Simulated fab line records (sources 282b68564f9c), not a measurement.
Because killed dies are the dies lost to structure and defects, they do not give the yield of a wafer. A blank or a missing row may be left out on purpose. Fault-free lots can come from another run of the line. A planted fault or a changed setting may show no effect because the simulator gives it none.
What tool caused it? + flow ritCmos + 13 lots, 39 wafers sampled, at 2 steps of a route of 202

WHAT THE GAUGES READ, wafer by wafer
RIT_SPACER_THK_MEAS_04.
| lot  | measured    | on           | SPACER_NITRIDE_THK (nm) |
|------|-------------|--------------|-------------------------|
| L322 | day 3 00:43 | filmMetro-01 | 251 253 252             |
| L323 | day 3 03:17 | filmMetro-03 | 251 250 250             |
| L325 | day 3 17:32 | filmMetro-02 | 245 245 247             |
| L326 | day 3 20:13 | filmMetro-01 | 249 249 250             |
| L327 | day 4 05:52 | filmMetro-01 | 252 250 252             |
| L328 | day 4 08:41 | filmMetro-02 | 249 248 247             |
| L329 | day 4 11:08 | filmMetro-02 | 251 252 251             |
| L330 | day 4 18:53 | filmMetro-01 | 256 256 255             |
| L332 | day 5 06:03 | filmMetro-03 | 248 249 247             |
| L334 | day 5 15:19 | filmMetro-03 | 169 170 168             |
| L340 | day 7 02:41 | filmMetro-01 | 246 247 247             |
| L342 | day 7 07:34 | filmMetro-01 | 242 246 245             |
| L344 | day 7 18:50 | filmMetro-01 | 248 248 250             |

EACH LOT AND THE TOOL THAT RAN IT (in order: tool; ch and the chambers of the sampled wafers; start)
| lot  | RIT_SPACER_CVD_03          |
|------|----------------------------|
| L322 | lpcvd-01 ch 1, day 2 22:47 |
| L323 | lpcvd-01 ch 1, day 3 01:20 |
| L325 | lpcvd-02 ch 1, day 3 15:36 |
| L326 | lpcvd-02 ch 0, day 3 18:17 |
| L327 | lpcvd-01 ch 0, day 4 03:56 |
| L328 | lpcvd-02 ch 1, day 4 06:47 |
| L329 | lpcvd-01 ch 0, day 4 09:13 |
| L330 | lpcvd-01 ch 1, day 4 16:57 |
| L332 | lpcvd-02 ch 1, day 5 04:08 |
| L334 | lpcvd-01 ch 0, day 5 13:24 |
| L340 | lpcvd-02 ch 0, day 7 00:46 |
| L342 | lpcvd-02 ch 0, day 7 05:38 |
| L344 | lpcvd-02 ch 1, day 7 15:57 |
- RIT_SPACER_CVD_03: deposits Si3N4 from SiH2Cl2/NH3, target thk 250 nm, time 3300 s.

AS READ BY THE TOOLS THEMSELVES (means over the sampled wafers that have a number; for cases with no such wafer, the mark the record gives instead)
RIT_SPACER_CVD_03.
| lot  | tool     | spikeTcLoadC (C) |
|------|----------|------------------|
| L322 | lpcvd-01 | 834.4            |
| L323 | lpcvd-01 | 834.0            |
| L325 | lpcvd-02 | 838.5            |
| L326 | lpcvd-02 | 837.9            |
| L327 | lpcvd-01 | 837.4            |
| L328 | lpcvd-02 | 838.3            |
| L329 | lpcvd-01 | 837.9            |
| L330 | lpcvd-01 | 834.1            |
| L332 | lpcvd-02 | 837.7            |
| L334 | lpcvd-01 | 836.9            |
| L340 | lpcvd-02 | 836.6            |
| L342 | lpcvd-02 | 837.4            |
| L344 | lpcvd-02 | 838.4            |

THE ANSWER, worked out from the rows above alone
Rule: what is usual is taken from the lots themselves. Put in order of their means at a reading, lots are off if they are a third of the lots or fewer, leave a main group of 4 or more, and stand apart from it by a gap of 3 or more times the standard deviation of the main group's means; of several such gaps the widest counts. A main group whose means are all the same, to the digits that the tables above print for the reading, isn't used. A lot without any number at a reading at which 4 lots or more have one is off too. Any other lot the step has rows for is counted as sound. The gauges are gone through in route order, then the tools' own readings, and for those a lot's mean is taken as printed above. At the first step where some lot is off, the reading lying furthest off is the one used; lots without a number count as furthest.
Off: at RIT_SPACER_THK_MEAS_04 (SPACER_NITRIDE_THK), L334. Main group: mean 249 nm, sd 3.
If a tool, at a process step before that reading, ran all the lots that are off and no sound lot after the first of them, it fits. Those tools and the gauges at RIT_SPACER_THK_MEAS_04 are tried in the same way. Can't be told from this: 2 tools fit, lpcvd-01 at RIT_SPACER_CVD_03, filmMetro-03 at RIT_SPACER_THK_MEAS_04.

WHAT WAS PUT IN BY THE SIMULATOR
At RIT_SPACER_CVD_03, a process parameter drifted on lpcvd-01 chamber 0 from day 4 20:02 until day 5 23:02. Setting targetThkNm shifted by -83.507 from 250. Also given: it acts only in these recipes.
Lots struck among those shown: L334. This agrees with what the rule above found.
